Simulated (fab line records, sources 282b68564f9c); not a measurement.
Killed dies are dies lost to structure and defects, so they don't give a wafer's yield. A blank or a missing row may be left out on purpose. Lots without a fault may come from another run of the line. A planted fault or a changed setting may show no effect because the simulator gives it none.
A struck lot beside a sound one | flow rit_cmos | 21 steps out of a route of 202
Sound: wafers L380.4, L380.5, L380.6. Struck: wafers L387.1, L387.2, L387.4. The cause comes at the end.
At each step with rows: each side's tool, then ch and its chambers, then its first start. Under that, the readings that differ: sound wafers | struck wafers | difference of the means | sigmas: that difference in standard deviations of wafers without a fault.
alike: readings whose means differ by less than 2 such deviations, and words and numbers that are the same on both sides. not compared: withheld readings, readings that some wafer has no value for, bounds like >300 that may hide the same value, and numbers for which the record gives no deviation and whose values overlap.
The two part at a step that has a row with sigmas, a row that says differs or no value, or rows on one side only. Numbers that don't overlap but have no deviation are shown without sigmas and don't part them. A reading that every wafer of one side lacks parts them only if that side has two wafers or more.

first, 1 step without rows for these wafers: RIT_SILICIDE_WET_ETCH_00 (etches SiO2 in BOE, target depth 14 nm, time 15 s).
RIT_SILICIDE_SPUTTER_01: material Ti, target thk 30 nm, time 240 s.
  sound on pvd_sputter-03, day 3 14:47; struck on pvd_sputter-04, day 5 01:30
  alike: throttle_valve_pct
RIT_SILICIDE_RS_MEAS_02: measures by four-point-probe.
  sound on film_metro-01, day 3 14:59; struck on film_metro-02, day 5 01:39
  reading                 | sound          | struck         | difference | sigmas
  SILICIDE_TI_RS (ohm/sq) | 49.2 49.0 48.5 | 46.5 47.8 47.3 | -1.7       | -2
RIT_SILICIDE_THK_MEAS_03: measures by xrf.
  sound on film_metro-01, day 3 15:05; struck on film_metro-02, day 5 01:46
  reading              | sound          | struck         | difference | sigmas
  SILICIDE_TI_THK (nm) | 28.9 29.2 29.2 | 30.2 29.7 29.9 | +0.8       | +2
RIT_SILICIDE_RTA_04: time 10 s, ramp up 5 s, ramp down 5 s.
  sound on rtp_anneal-01 ch 0, day 3 15:08; struck on rtp_anneal-02 ch 0, day 5 01:50
  alike: wafer_temp_C_max
then, 1 step without rows for these wafers: RIT_SILICIDE_WET_ETCH_05 (etches Ti in SPM, time 120 s).
RIT_SILICIDE_RTA_06: time 10 s, ramp up 5 s, ramp down 10 s.
  sound on rtp_anneal-02 ch 0, day 3 15:15; struck on rtp_anneal-01 ch 0, day 5 01:56
  alike: wafer_temp_C_max
RIT_CONTACT_CVD_00: deposits SiO2 from TEOS, target thk 400 nm, time 61 s.
  sound on pecvd-02 ch 0,1,2, day 3 15:19; struck on pecvd-01 ch 1,2, day 5 02:01
  alike: heater_power_w
RIT_CONTACT_THK_MEAS_01:
  sound on film_metro-01, day 3 15:22; struck on film_metro-03, day 5 02:04
  alike: CONTACT_TEOS_THK
then, 3 steps without rows for these wafers: RIT_CONTACT_HMDS_02 (prime time 60 s); RIT_CONTACT_COAT_03 (resist thk 1009 nm); RIT_CONTACT_SOFTBAKE_04 (time 60 s).
RIT_CONTACT_EXPOSE_05: exposes mask M11, target cd 1000 nm.
  sound on iline_stepper-01 ch 0, day 3 15:55; struck on iline_stepper-01 ch 0, day 5 02:34
  reading              | sound                | struck               | difference | sigmas
  exposure_dose_mJ_cm2 | 250.12 250.54 250.08 | 248.28 248.30 248.52 | -1.88      | -8
  alike: mask
then, 2 steps without rows for these wafers: RIT_CONTACT_PEB_06; RIT_CONTACT_DEVELOP_07 (develop time 120 s).
RIT_CONTACT_CD_MEAS_08: target cd 1000 nm.
  sound on cd_sem-01, day 3 16:25; struck on cd_sem-02, day 5 03:05
  reading    | sound             | struck               | difference | sigmas
  cd_nm (nm) | 999.9 997.3 999.0 | 1014.9 1019.8 1012.2 | +16.9      | +8
RIT_CONTACT_OVL_MEAS_09:
  sound on overlay-01, day 3 16:30; struck on overlay-02, day 5 03:13
  reading          | sound       | struck         | difference | sigmas
  CONTACT_OVL (nm) | 1.9 1.7 2.0 | -0.1 -0.5 -0.4 | -2.2       | -2
then, 1 step without rows for these wafers: RIT_CONTACT_HARDBAKE_10 (time 60 s).
RIT_CONTACT_ETCH_11: etches SiO2 in CHF3/CF4/Ar, stops on TiSi2, target depth 480 nm, time 320 s.
  sound on rie_diel-03 ch 1,2, day 3 16:40; struck on rie_diel-02 ch 0,1,2, day 5 03:23
  reading                  | sound            | struck         | difference | sigmas
  model.CONTACT.cd_nm (nm) | 1000 997.8 998.9 | 1015 1020 1012 | +17        |
  alike: drypump_motor_current_A, oes_product_au, throttle_valve_pct
  not compared: rf_hours_counter_h
RIT_CONTACT_STRIP_12: strips in O2, time 180 s.
  sound on plasma_asher-03 ch 0,1, day 3 16:55; struck on plasma_asher-01 ch 0,1, day 5 03:35
  alike: drypump_motor_current_A
  not compared: rf_hours_counter_h
RIT_M1_PROBE_99:
  sound on prober-01, day 3 21:46; struck on prober-02, day 5 08:25
  reading                                    | sound             | struck            | difference | sigmas
  killed_at_front_end                        | 2 5 4             | 7 12 13           | +7         | +2
  killed_dies                                | 2 5 4             | 7 12 13           | +7         | +2
  model.etest.contact_to_gate.bv_left_v (V)  | 90.48 91.43 93.07 | 84.79 84.35 88.66 | -5.73      |
  model.etest.contact_to_gate.bv_right_v (V) | 91.15 91.2 94.33  | 85.05 84.02 87.41 | -6.73      |
  alike: killed_open, killed_short

WHERE THEY PART
First at RIT_SILICIDE_RS_MEAS_02; last, within this record, at RIT_M1_PROBE_99.

WHY: what the simulator had put in
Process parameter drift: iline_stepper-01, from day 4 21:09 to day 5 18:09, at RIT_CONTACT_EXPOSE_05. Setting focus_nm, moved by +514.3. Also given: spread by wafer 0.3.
